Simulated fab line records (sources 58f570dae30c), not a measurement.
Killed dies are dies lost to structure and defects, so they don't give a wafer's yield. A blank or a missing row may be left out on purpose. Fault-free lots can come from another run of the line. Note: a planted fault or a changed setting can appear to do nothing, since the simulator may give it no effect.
fab line records	flow berkeley_cmos170
[record] lots = 5	wafers = 15	last_day = 13
route steps=331 shown ZERO@7 NWELL@14 PWELL@34
lots that met no fault: taken from a fault-free run of the same line
start_h: start of the lot's first displayed wafer, in hours after the record's first day	wait_h: how many hours have passed since the lot's step before this one	" same as the row above	L1.1+2: a single row standing in for several wafers	- value missing, or start not given	* or withheld: withheld	< > ~ a bound
route shown NAME@n: a module of which the file shows steps, and the number in the route of the first	usual: average and standard deviation across the fault-free wafers	same: alike in all rows	chamber/n: place in a boat	sites: per-site readings	_std_site: how widely they spread, as a standard deviation	_edge_site: inner sites' mean taken away from outer sites' mean	radius_mm: for every site, how far away it sits from the centre of the wafer	mask NAME#n: copy n	behind: the last tool/chamber to shape the wafer	hold: the reason the lot was held/the length of the hold in hours/how it ended	device: the transistor (n, p or np) that didn't switch	end of line: the same wafers' tests at the end of the route	a step without rows: its recipe alone	killed: at the first sort, the dies lost to defects and structure; wafer yield is something else	map: a wafer's dies, marking killed ones x, the rest . and places with no die _
set.NAME: setting as actually run; set.NAME@STEP: the setting as run at that earlier step	model.NAME: the simulator's own value behind a step, which no gauge read
lots at selected steps of the route; one table per step, one row per wafer
services: when a tool's chamber went out of use (start_h, in hours from the record's first day, below 0 if earlier), for how many hours, and the reason
[[steps]]
[step UCB170_ZERO_COAT_01]
[recipe] resist = KrF	spin_rpm = 1500	resist_thk_nm = 900
[usual] exhaust_pa = 45.2/1.1
lot.wafer	tool	chamber	start_h	wait_h	exhaust_pa
L079.3	litho_track-02	0	43.55	0.1	44.1
L079.4	"	0	"	"	45.1
L079.6	"	0	"	"	45.2
L081.2	litho_track-04	0	60.16	0.1	45.3
L081.3	"	0	"	"	44.4
L081.6	"	0	"	"	45.5
L085.1	litho_track-01	0	76.63	0.1	44.4
L085.4	"	0	"	"	45.1
L085.5	"	0	"	"	44.3
L090.2	litho_track-01	0	101.24	0.1	47.6
L090.4	"	0	"	"	46.2
L090.6	"	0	"	"	46.9
L091.1	litho_track-04	0	108.03	0.1	46.4
L091.5	"	0	"	"	47.1
L091.6	"	0	"	"	47.2
[step UCB170_ZERO_SOFTBAKE_02]
[recipe] resist = KrF	temp_c = 130	time_s = 60
[usual] exhaust_pa = 45.0/0.92	heater_power_total_W = 56.80/0.046
lot.wafer	tool	chamber	start_h	wait_h	exhaust_pa	heater_power_total_W
L079.3	litho_track-02	0	43.70	0.1	44.1	56.82
L079.4	"	0	"	"	44.8	56.79
L079.6	"	0	"	"	43.7	56.84
L081.2	litho_track-04	0	60.31	0.1	44.8	56.77
L081.3	"	0	"	"	46.2	56.82
L081.6	"	0	"	"	45.1	56.84
L085.1	litho_track-01	0	76.78	0.1	44.8	56.84
L085.4	"	0	"	"	46.3	56.76
L085.5	"	0	"	"	45.9	56.84
L090.2	litho_track-01	0	101.39	0.1	45.1	56.81
L090.4	"	0	"	"	45.7	56.81
L090.6	"	0	"	"	44.0	56.87
L091.1	litho_track-04	0	108.18	0.1	44.1	56.91
L091.5	"	0	"	"	45.5	56.79
L091.6	"	0	"	"	44.5	56.78
[step UCB170_ZERO_EXPOSE_03]
[recipe] mask_id = PM_MARKS	na = 0.5	sigma_outer = 0.6	source_shape = conventional	target_cd_nm = 4000	dose_mj = 30
[usual] exposure_dose_mJ_cm2 = 30.00/0.032
[same] sigma_outer = 0.6
lot.wafer	tool	chamber	start_h	wait_h	mask	exposure_dose_mJ_cm2
L079.3	krf_scanner-01	0	44.02	0.3	PM_MARKS#0	29.97
L079.4	"	0	"	"	PM_MARKS#0	30.01
L079.6	"	0	"	"	PM_MARKS#0	30.00
L081.2	krf_scanner-02	0	60.72	0.4	PM_MARKS#0	29.96
L081.3	"	0	"	"	PM_MARKS#0	30.03
L081.6	"	0	"	"	PM_MARKS#0	29.98
L085.1	krf_scanner-01	0	77.05	0.2	PM_MARKS#0	30.00
L085.4	"	0	"	"	PM_MARKS#0	30.00
L085.5	"	0	"	"	PM_MARKS#0	29.99
L090.2	krf_scanner-02	0	101.66	0.2	PM_MARKS#0	29.99
L090.4	"	0	"	"	PM_MARKS#0	30.02
L090.6	"	0	"	"	PM_MARKS#0	30.02
L091.1	krf_scanner-02	0	108.33	0.1	PM_MARKS#0	30.00
L091.5	"	0	"	"	PM_MARKS#0	29.96
L091.6	"	0	"	"	PM_MARKS#0	29.96
[step UCB170_ZERO_PEB_04]
[recipe] peb_temp_c = 130	peb_time_s = withheld	resist = KrF
[usual] exhaust_pa = 45.2/0.87	heater_power_total_W = 56.81/0.046
lot.wafer	tool	chamber	start_h	wait_h	exhaust_pa	heater_power_total_W
L079.3	litho_track-02	0	44.67	0.6	46.1	56.84
L079.4	"	0	"	"	46.3	56.75
L079.6	"	0	"	"	44.7	56.74
L081.2	litho_track-02	0	61.56	0.8	45.0	56.79
L081.3	"	0	"	"	45.3	56.77
L081.6	"	0	"	"	45.4	56.83
L085.1	litho_track-02	0	77.17	0.1	44.9	56.84
L085.4	"	0	"	"	45.3	56.80
L085.5	"	0	"	"	43.6	56.79
L090.2	litho_track-04	0	102.64	1.0	42.8	56.77
L090.4	"	0	"	"	43.4	56.86
L090.6	"	0	"	"	44.0	56.86
L091.1	litho_track-04	0	108.78	0.4	45.8	56.74
L091.5	"	0	"	"	45.1	56.71
L091.6	"	0	"	"	47.1	56.80
[step UCB170_ZERO_DEVELOP_05]
[recipe] developer = TMAH	develop_time_s = 45	resist = KrF	dev_temp_c = 21
[usual] exhaust_pa = 45.0/0.98
lot.wafer	tool	chamber	start_h	wait_h	exhaust_pa
L079.3	litho_track-02	0	-	-	46.1
L079.4	"	0	"	"	45.2
L079.6	"	0	"	"	45.8
L081.2	litho_track-02	0	-	-	44.5
L081.3	"	0	"	"	45.1
L081.6	"	0	"	"	45.0
L085.1	litho_track-02	0	-	-	46.0
L085.4	"	0	"	"	45.3
L085.5	"	0	"	"	44.7
L090.2	litho_track-04	0	-	-	45.1
L090.4	"	0	"	"	46.1
L090.6	"	0	"	"	46.3
L091.1	litho_track-04	0	-	-	46.0
L091.5	"	0	"	"	45.0
L091.6	"	0	"	"	44.4
[step UCB170_ZERO_ETCH_06]
[recipe] chemistry = CHF3/CF4/Ar	target = SiO2	time_s = 12	pressure_mtorr = 100	rf_w = 500	CHF3_flow_sccm = 50	cf4_flow_sccm = 10	Ar_flow_sccm = 120	over_etch_frac = 1.58
[usual] drypump_motor_current_A = 5.8/0.64	oes_product_au = 0.617/0.0068	rf_fwd_power_W = 490.3/2.6	throttle_valve_pct = 9.25/0.15
lot.wafer	tool	chamber	start_h	wait_h	drypump_motor_current_A	oes_product_au	rf_fwd_power_W	rf_hours_counter_h	throttle_valve_pct
L079.3	rie_diel-02	1	44.90	-	5.2	0.612	488.3	126	9.24
L079.4	"	3	"	"	5.7	0.609	493.2	18	9.11
L079.6	"	2	"	"	5.3	0.631	485.9	-	9.44
L081.2	rie_diel-01	2	61.81	-	4.9	0.625	488.9	138	9.43
L081.3	"	3	"	"	6.6	0.620	485.7	137	9.06
L081.6	"	2	"	"	4.9	0.617	489.4	-	9.44
L085.1	rie_diel-02	2	77.45	-	5.4	0.632	489.2	139	9.45
L085.4	"	1	"	"	5.2	0.610	489.2	-	9.25
L085.5	"	0	"	"	5.6	0.604	487.9	-	8.87
L090.2	rie_diel-03	3	102.89	-	6.8	0.616	492.3	33	9.15
L090.4	"	1	"	"	5.1	0.614	484.5	14	9.28
L090.6	"	1	"	"	5.1	0.613	486.0	-	9.30
L091.1	rie_diel-02	3	109.06	-	5.7	0.616	491.9	21	9.11
L091.5	"	0	"	"	5.6	0.616	491.0	-	8.88
L091.6	"	3	"	"	5.7	0.610	492.5	-	9.11
[step UCB170_ZERO_STRIP_07]
[recipe] chemistry = O2	power_w = 400	pressure_mtorr = 3500	platen_temp_c = withheld	o2_flow_sccm = 400	overash_fraction = 0.5
[usual] drypump_motor_current_A = 5.7/0.41	oes_product_au = 0.727/0.0047	strip_time_to_endpoint_s = 21.47/0.064
lot.wafer	tool	chamber	start_h	wait_h	drypump_motor_current_A	oes_product_au	rf_hours_counter_h	strip_time_to_endpoint_s
L079.3	plasma_asher-02	0	44.95	0.0	6.3	0.719	-	21.43
L079.4	"	1	"	"	5.8	0.732	-	21.42
L079.6	"	1	"	"	5.8	0.728	-	21.37
L081.2	plasma_asher-02	1	61.83	0.0	5.8	0.730	26	21.40
L081.3	"	1	"	"	5.8	0.724	-	21.49
L081.6	"	1	"	"	5.8	0.728	-	21.42
L085.1	plasma_asher-02	0	77.47	0.0	6.3	0.729	28	21.44
L085.4	"	1	"	"	5.8	0.729	-	21.42
L085.5	"	1	"	"	5.8	0.731	-	21.37
L090.2	plasma_asher-02	0	102.91	0.0	6.3	0.736	32	21.47
L090.4	"	1	"	"	5.8	0.720	-	21.49
L090.6	"	1	"	"	5.8	0.729	-	21.53
L091.1	plasma_asher-02	1	109.08	0.0	5.8	0.715	33	21.53
L091.5	"	1	"	"	5.8	0.735	-	21.55
L091.6	"	0	"	"	6.3	0.731	-	21.47
[step UCB170_NWELL_WET_ETCH_00]
[recipe] chemistry = dHF	dilution = 25:1	target = SiO2	temp_c = 25	time_s = 200
lot.wafer	tool	chamber	start_h	wait_h
L079.3+4+6	wet_bench-04	0	45.02	0.0
L081.2+3+6	wet_bench-02	1	61.93	0.1
L085.1+4+5	wet_bench-02	1	77.57	0.1
L090.2+4+6	wet_bench-01	1	103.01	0.1
L091.1+5+6	wet_bench-01	3	109.18	0.1
[step UCB170_NWELL_OXIDATION_01]
[recipe] temp_c = 1000	ambient = O2	target_thk_a = 264	ox_time_s = 1260
lot.wafer	tool	chamber	start_h	wait_h
L079.3+4+6	furnace-02	0	48.63	3.5
L081.2+3+6	furnace-04	0	65.64	3.6
L085.1+4+5	furnace-04	0	83.69	6.1
L090.2+4+6	furnace-04	0	107.88	4.8
L091.1+5+6	furnace-02	0	115.80	6.5
[step UCB170_NWELL_THK_MEAS_02]
[recipe] reads = SiO2_of_NWELL_OXIDATION_01
[usual] NWELL_OXIDE_THK = 26.5/0.49
lot.wafer	tool	chamber	start_h	wait_h	NWELL_OXIDE_THK[nm]
L079.3	film_metro-02	-	50.00	0.0	26.8
L079.4	"	-	"	"	26.3
L079.6	"	-	"	"	26.4
L081.2	film_metro-01	-	67.00	0.0	26.7
L081.3	"	-	"	"	26.6
L081.6	"	-	"	"	26.6
L085.1	film_metro-02	-	85.04	0.0	26.6
L085.4	"	-	"	"	26.8
L085.5	"	-	"	"	26.9
L090.2	film_metro-01	-	109.24	0.0	26.0
L090.4	"	-	"	"	26.1
L090.6	"	-	"	"	25.9
L091.1	film_metro-01	-	117.15	0.0	26.0
L091.5	"	-	"	"	25.8
L091.6	"	-	"	"	26.2
[step UCB170_NWELL_ANNEAL_03]
[recipe] temp_c = 1000	time_s = 900	ambient = N2
lot.wafer	tool	chamber	start_h	wait_h
L079.3+4+6	furnace-02	0	56.83	6.8
L081.2+3+6	furnace-01	0	71.60	4.6
L085.1+4+5	furnace-02	0	87.85	2.8
L090.2+4+6	furnace-04	0	116.08	6.8
L091.1+5+6	furnace-04	0	121.42	4.3
[step UCB170_NWELL_CVD_04]
[recipe] material = Si3N4	target_thk_nm = 224	temp_c = 800	precursor = SiH2Cl2/NH3	time_s = 3360	pressure_mtorr = 200	sih2cl2_flow_sccm = 25	nh3_flow_sccm = 75
lot.wafer	tool	chamber	start_h	wait_h
L079.3+4+6	lpcvd-02	0	58.15	0.1
L081.2+3+6	lpcvd-01	0	72.85	0.0
L085.1+4+5	lpcvd-01	0	89.73	0.6
L090.2+4+6	lpcvd-01	1	117.33	0.0
L091.1+5+6	lpcvd-02	0	123.18	0.5
[step UCB170_NWELL_THK_MEAS_05]
[recipe] reads = Si3N4_of_NWELL_CVD_04
[usual] NWELL_NITRIDE_THK = 223.8/2.2
lot.wafer	tool	chamber	start_h	wait_h	NWELL_NITRIDE_THK[nm]
L079.3	film_metro-04	-	60.10	0.0	222.4
L079.4	"	-	"	"	222.3
L079.6	"	-	"	"	224.7
L081.2	film_metro-02	-	75.76	0.0	224.7
L081.3	"	-	"	"	223.6
L081.6	"	-	"	"	226.8
L085.1	film_metro-04	-	91.66	0.0	224.5
L085.4	"	-	"	"	224.9
L085.5	"	-	"	"	224.1
L090.2	film_metro-02	-	119.28	0.0	220.9
L090.4	"	-	"	"	223.1
L090.6	"	-	"	"	220.6
L091.1	film_metro-02	-	125.11	0.0	222.0
L091.5	"	-	"	"	222.6
L091.6	"	-	"	"	224.5
[step UCB170_NWELL_HMDS_06]
[recipe] prime_time_s = 60	prime_temp_c = 100
[usual] exhaust_pa = 45.1/0.89
lot.wafer	tool	chamber	start_h	wait_h	exhaust_pa
L079.3	litho_track-03	0	60.91	0.8	43.9
L079.4	"	0	"	"	43.4
L079.6	"	0	"	"	44.6
L081.2	litho_track-03	0	75.86	0.1	44.8
L081.3	"	0	"	"	44.3
L081.6	"	0	"	"	43.7
L085.1	litho_track-01	0	92.46	0.8	45.4
L085.4	"	0	"	"	45.8
L085.5	"	0	"	"	45.9
L090.2	litho_track-04	0	119.46	0.2	43.9
L090.4	"	0	"	"	44.8
L090.6	"	0	"	"	43.3
L091.1	litho_track-01	0	125.52	0.4	43.6
L091.5	"	0	"	"	46.0
L091.6	"	0	"	"	45.4
[step UCB170_NWELL_COAT_07]
[recipe] resist = KrF	spin_rpm = 1500	resist_thk_nm = 900
[usual] exhaust_pa = 45.0/0.91
lot.wafer	tool	chamber	start_h	wait_h	exhaust_pa
L079.3	litho_track-03	0	61.06	0.1	44.1
L079.4	"	0	"	"	45.6
L079.6	"	0	"	"	45.5
L081.2	litho_track-03	0	76.01	0.1	44.2
L081.3	"	0	"	"	45.8
L081.6	"	0	"	"	44.7
L085.1	litho_track-01	0	92.61	0.1	45.1
L085.4	"	0	"	"	46.0
L085.5	"	0	"	"	45.7
L090.2	litho_track-04	0	119.61	0.1	43.9
L090.4	"	0	"	"	44.0
L090.6	"	0	"	"	43.6
L091.1	litho_track-01	0	125.67	0.1	45.5
L091.5	"	0	"	"	46.4
L091.6	"	0	"	"	45.5
[step UCB170_NWELL_SOFTBAKE_08]
[recipe] resist = KrF	temp_c = 130	time_s = 60
[usual] exhaust_pa = 45.1/0.9	heater_power_total_W = 56.80/0.05
lot.wafer	tool	chamber	start_h	wait_h	exhaust_pa	heater_power_total_W
L079.3	litho_track-03	0	61.21	0.1	45.4	56.82
L079.4	"	0	"	"	44.7	56.79
L079.6	"	0	"	"	44.8	56.85
L081.2	litho_track-03	0	76.16	0.1	44.1	56.76
L081.3	"	0	"	"	46.3	56.81
L081.6	"	0	"	"	46.9	56.85
L085.1	litho_track-01	0	92.76	0.1	44.3	56.77
L085.4	"	0	"	"	45.4	56.81
L085.5	"	0	"	"	44.0	56.79
L090.2	litho_track-04	0	119.76	0.1	44.6	56.78
L090.4	"	0	"	"	45.6	56.86
L090.6	"	0	"	"	46.6	56.73
L091.1	litho_track-01	0	125.82	0.1	45.8	56.82
L091.5	"	0	"	"	46.5	56.89
L091.6	"	0	"	"	44.9	56.84
[step UCB170_NWELL_EXPOSE_09]
[recipe] mask_id = NWELL	target_cd_nm = 3000	na = 0.5	sigma_outer = 0.6	source_shape = conventional	dose_mj = 25
[usual] exposure_dose_mJ_cm2 = 24.999/0.024
[same] sigma_outer = 0.6
lot.wafer	tool	chamber	start_h	wait_h	mask	exposure_dose_mJ_cm2
L079.3	krf_scanner-02	0	61.69	0.5	NWELL#0	24.973
L079.4	"	0	"	"	NWELL#0	25.009
L079.6	"	0	"	"	NWELL#0	25.025
L081.2	krf_scanner-01	0	76.61	0.4	NWELL#0	25.002
L081.3	"	0	"	"	NWELL#0	24.987
L081.6	"	0	"	"	NWELL#0	25.000
L085.1	krf_scanner-02	0	93.04	0.2	NWELL#0	24.978
L085.4	"	0	"	"	NWELL#0	24.991
L085.5	"	0	"	"	NWELL#0	25.010
L090.2	krf_scanner-02	0	119.91	0.1	NWELL#0	24.982
L090.4	"	0	"	"	NWELL#0	25.018
L090.6	"	0	"	"	NWELL#0	25.012
L091.1	krf_scanner-02	0	125.97	0.1	NWELL#0	24.975
L091.5	"	0	"	"	NWELL#0	25.002
L091.6	"	0	"	"	NWELL#0	24.998
[step UCB170_NWELL_PEB_10]
[recipe] peb_temp_c = 130	peb_time_s = withheld	resist = KrF
[usual] exhaust_pa = 45.1/0.94	heater_power_total_W = 56.80/0.043
lot.wafer	tool	chamber	start_h	wait_h	exhaust_pa	heater_power_total_W
L079.3	litho_track-01	0	62.32	0.6	44.7	56.73
L079.4	"	0	"	"	44.1	56.83
L079.6	"	0	"	"	43.4	56.76
L081.2	litho_track-03	0	76.76	0.1	45.4	56.80
L081.3	"	0	"	"	45.8	56.83
L081.6	"	0	"	"	45.6	56.71
L085.1	litho_track-01	0	93.64	0.6	46.7	56.87
L085.4	"	0	"	"	44.6	56.84
L085.5	"	0	"	"	45.3	56.81
L090.2	litho_track-04	0	120.19	0.3	44.8	56.87
L090.4	"	0	"	"	45.1	56.87
L090.6	"	0	"	"	44.2	56.78
L091.1	litho_track-03	0	126.31	0.3	44.0	56.81
L091.5	"	0	"	"	44.6	56.79
L091.6	"	0	"	"	43.7	56.80
[step UCB170_NWELL_DEVELOP_11]
[recipe] developer = TMAH	develop_time_s = 45	resist = KrF	dev_temp_c = 21
[usual] exhaust_pa = 45.0/0.94
lot.wafer	tool	chamber	start_h	wait_h	exhaust_pa
L079.3	litho_track-01	0	-	-	45.0
L079.4	"	0	"	"	45.5
L079.6	"	0	"	"	44.4
L081.2	litho_track-03	0	-	-	45.3
L081.3	"	0	"	"	45.2
L081.6	"	0	"	"	44.7
L085.1	litho_track-01	0	-	-	44.2
L085.4	"	0	"	"	44.9
L085.5	"	0	"	"	44.5
L090.2	litho_track-04	0	-	-	44.0
L090.4	"	0	"	"	43.6
L090.6	"	0	"	"	43.9
L091.1	litho_track-03	0	-	-	45.8
L091.5	"	0	"	"	45.2
L091.6	"	0	"	"	44.2
[step UCB170_NWELL_OVL_MEAS_12]
[usual] NWELL_OVL = -1/4.8
lot.wafer	tool	chamber	start_h	wait_h	NWELL_OVL[nm]
L079.3	overlay-01	-	62.55	-	6
L079.4	"	-	"	"	-4
L079.6	"	-	"	"	-3
L081.2	overlay-01	-	77.02	-	1
L081.3	"	-	"	"	0
L081.6	"	-	"	"	-1
L085.1	overlay-02	-	93.91	-	-3
L085.4	"	-	"	"	10
L085.5	"	-	"	"	6
L090.2	overlay-01	-	120.45	-	-1
L090.4	"	-	"	"	-1
L090.6	"	-	"	"	4
L091.1	overlay-02	-	126.59	-	8
L091.5	"	-	"	"	7
L091.6	"	-	"	"	7
[step UCB170_NWELL_ETCH_13]
[recipe] chemistry = CH3F/Ar/O2	target = Si3N4	stop_on = SiO2	CH3F_flow_sccm = 20	Ar_flow_sccm = 50	O2_flow_sccm = 7	pressure_mtorr = 50	rf_w = 450	target_depth_a = 2464	over_etch_frac = 0.1	time_s = 154
[usual] drypump_motor_current_A = 5.9/0.6	oes_product_au = 0.945/0.014	rf_fwd_power_W = 447.9/1.5	throttle_valve_pct = 8.07/0.11
lot.wafer	tool	chamber	start_h	wait_h	drypump_motor_current_A	oes_product_au	rf_fwd_power_W	rf_hours_counter_h	throttle_valve_pct
L079.3	rie_diel-04	0	62.58	0.0	5.9	0.942	447.7	165	7.96
L079.4	"	3	"	"	5.7	0.964	449.7	143	7.94
L079.6	"	2	"	"	5.4	0.942	448.5	-	8.10
L081.2	rie_diel-04	2	77.05	0.0	5.4	0.944	450.0	13	8.10
L081.3	"	3	"	"	5.7	0.955	450.4	144	7.91
L081.6	"	1	"	"	6.5	0.976	448.6	-	8.27
L085.1	rie_diel-01	2	93.95	0.0	4.9	0.949	449.4	140	8.21
L085.4	"	1	"	"	6.6	0.944	447.1	76	8.08
L085.5	"	0	"	"	5.3	0.928	447.9	-	8.05
L090.2	rie_diel-04	2	120.48	0.0	5.4	0.942	450.0	15	8.10
L090.4	"	1	"	"	6.5	0.959	449.4	80	8.27
L090.6	"	1	"	"	6.5	0.951	446.0	-	8.26
L091.1	rie_diel-04	3	126.62	0.0	5.7	0.944	446.3	147	7.92
L091.5	"	0	"	"	6.0	0.930	447.6	-	7.98
L091.6	"	1	"	"	6.5	0.973	447.3	-	8.27
[step UCB170_NWELL_IMPLANT_14]
[recipe] species = P	dose_cm2 = 1e+13	energy_kev = 150	tilt_deg = 7
lot.wafer	tool	chamber	start_h	wait_h
L079.3+4+6	implanter-02	0	62.73	0.1
L081.2+3+6	implanter-04	0	77.17	0.1
L085.1+4+5	implanter-04	0	94.05	0.1
L090.2+4+6	implanter-03	0	120.84	0.3
L091.1+5+6	implanter-02	0	126.72	0.1
[step UCB170_NWELL_STRIP_15]
[recipe] chemistry = O2	power_w = 400	pressure_mtorr = 3500	platen_temp_c = withheld	o2_flow_sccm = 400	overash_fraction = 0.5
[usual] drypump_motor_current_A = 6.0/0.4	oes_product_au = 0.721/0.0049	strip_time_to_endpoint_s = 18.00/0.087
lot.wafer	tool	chamber	start_h	wait_h	drypump_motor_current_A	oes_product_au	rf_hours_counter_h	strip_time_to_endpoint_s
L079.3	plasma_asher-01	1	62.86	0.1	6.4	0.727	-	18.17
L079.4	"	0	"	"	6.2	0.720	-	18.05
L079.6	"	1	"	"	6.4	0.718	-	18.11
L081.2	plasma_asher-01	1	77.30	0.1	6.4	0.718	33	18.03
L081.3	"	0	"	"	6.2	0.720	-	17.99
L081.6	"	1	"	"	6.4	0.721	-	18.02
L085.1	plasma_asher-01	1	94.20	0.1	6.4	0.721	35	17.84
L085.4	"	1	"	"	6.4	0.723	-	17.97
L085.5	"	1	"	"	6.4	0.717	-	18.02
L090.2	plasma_asher-01	1	120.96	0.1	6.4	0.723	39	18.14
L090.4	"	1	"	"	6.4	0.731	-	18.04
L090.6	"	1	"	"	6.4	0.711	-	18.09
L091.1	plasma_asher-02	1	126.87	0.1	5.9	0.720	35	17.86
L091.5	"	0	"	"	6.3	0.728	-	17.89
L091.6	"	1	"	"	5.8	0.717	-	17.85
[step UCB170_NWELL_TW_MEAS_16]
[usual] NWELL_TW = 1238/7.2
lot.wafer	tool	chamber	start_h	wait_h	NWELL_TW
L079.3	film_metro-02	-	62.95	0.1	1234
L079.4	"	-	"	"	1233
L079.6	"	-	"	"	1235
L081.2	film_metro-04	-	77.41	0.1	1240
L081.3	"	-	"	"	1235
L081.6	"	-	"	"	1234
L085.1	film_metro-04	-	94.30	0.1	1238
L085.4	"	-	"	"	1234
L085.5	"	-	"	"	1235
L090.2	film_metro-01	-	121.07	0.1	1239
L090.4	"	-	"	"	1244
L090.6	"	-	"	"	1245
L091.1	film_metro-04	-	126.97	0.1	1241
L091.5	"	-	"	"	1232
L091.6	"	-	"	"	1237
[step UCB170_NWELL_CLEAN_17]
[recipe] chemistry = SPM	temp_c = 120	time_s = 600
lot.wafer	tool	chamber	start_h	wait_h
L079.3+4+6	wet_bench-01	2	62.99	0.0
L081.2+3+6	wet_bench-01	2	77.46	0.0
L085.1+4+5	wet_bench-04	3	94.36	0.1
L090.2+4+6	wet_bench-02	2	121.12	0.0
L091.1+5+6	wet_bench-01	1	129.23	2.2
[step UCB170_NWELL_WET_ETCH_18]
[recipe] chemistry = H3PO4	target = Si3N4	temp_c = 160	time_s = 14400
lot.wafer	tool	chamber	start_h	wait_h
L079.3+4+6	wet_bench-02	2	63.16	0.0
L081.2+3+6	wet_bench-02	1	77.65	0.0
L085.1+4+5	wet_bench-02	3	94.55	0.0
L090.2+4+6	wet_bench-04	2	121.30	0.0
L091.1+5+6	wet_bench-02	1	129.51	0.1
[step UCB170_NWELL_WET_ETCH_19]
[recipe] chemistry = BOE	dilution = 5:1	target = SiO2	temp_c = 25	time_s = 22
lot.wafer	tool	chamber	start_h	wait_h
L079.3+4+6	wet_bench-02	3	67.60	0.1
L081.2+3+6	wet_bench-04	0	81.66	0.0
L085.1+4+5	wet_bench-02	2	98.91	0.3
L090.2+4+6	wet_bench-04	1	125.31	0.0
L091.1+5+6	wet_bench-04	1	133.52	0.0
[step UCB170_PWELL_CLEAN_00]
[recipe] chemistry = SPM	temp_c = 120	time_s = 600
lot.wafer	tool	chamber	start_h	wait_h
L079.3+4+6	wet_bench-02	1	67.61	0.0
L081.2+3+6	wet_bench-02	2	81.67	0.0
L085.1+4+5	wet_bench-01	1	99.05	0.1
L090.2+4+6	wet_bench-04	3	125.32	0.0
L091.1+5+6	wet_bench-02	1	133.53	0.0
[step UCB170_PWELL_CLEAN_01]
[recipe] chemistry = dHF	dilution = 25:1	time_s = 60
lot.wafer	tool	chamber	start_h	wait_h
L079.3+4+6	wet_bench-02	2	67.79	0.0
L081.2+3+6	wet_bench-04	1	81.85	0.0
L085.1+4+5	wet_bench-04	3	99.44	0.2
L090.2+4+6	wet_bench-04	1	125.67	0.2
L091.1+5+6	wet_bench-01	2	133.72	0.0
[step UCB170_PWELL_OXIDATION_02]
[recipe] temp_c = 1000	ambient = O2	target_thk_a = 264	ox_time_s = 1260
lot.wafer	tool	chamber	start_h	wait_h
L079.3+4+6	furnace-04	0	72.24	4.4
L081.2+3+6	furnace-04	0	86.54	4.7
L085.1+4+5	furnace-04	0	102.37	2.9
L090.2+4+6	furnace-02	0	130.54	4.8
L091.1+5+6	furnace-02	0	137.32	3.6
[[services]]
tool	chamber	start_h	hours	kind
krf_scanner-01	-	19.62	1.0	pm
rie_diel-01	2	24.25	4.0	repair
rie_diel-01	1	30.30	5.3	repair
krf_scanner-01	-	35.22	1.3	pm
implanter-04	-	37.04	0.6	repair
implanter-04	-	37.35	1.1	repair
krf_scanner-02	-	41.26	4.4	pm
wet_bench-02	-	45.50	0.5	repair
krf_scanner-02	-	45.64	1.0	pm
krf_scanner-01	-	59.46	4.0	pm
wet_bench-04	-	70.03	1.5	repair
rie_diel-01	-	70.95	2.8	pm
rie_diel-02	3	73.47	4.7	repair
implanter-04	-	73.84	3.2	repair
lpcvd-01	-	84.42	1.4	repair
rie_diel-02	1	91.91	2.5	repair
rie_diel-02	0	93.38	3.0	repair
furnace-04	-	93.66	3.0	pm
rie_diel-04	-	107.39	2.8	pm
krf_scanner-02	-	110.17	0.2	repair
krf_scanner-02	-	111.40	1.3	pm
implanter-02	-	117.01	6.5	repair
implanter-04	-	118.68	4.2	pm
furnace-02	-	127.31	3.2	pm
[[key]]
fault none
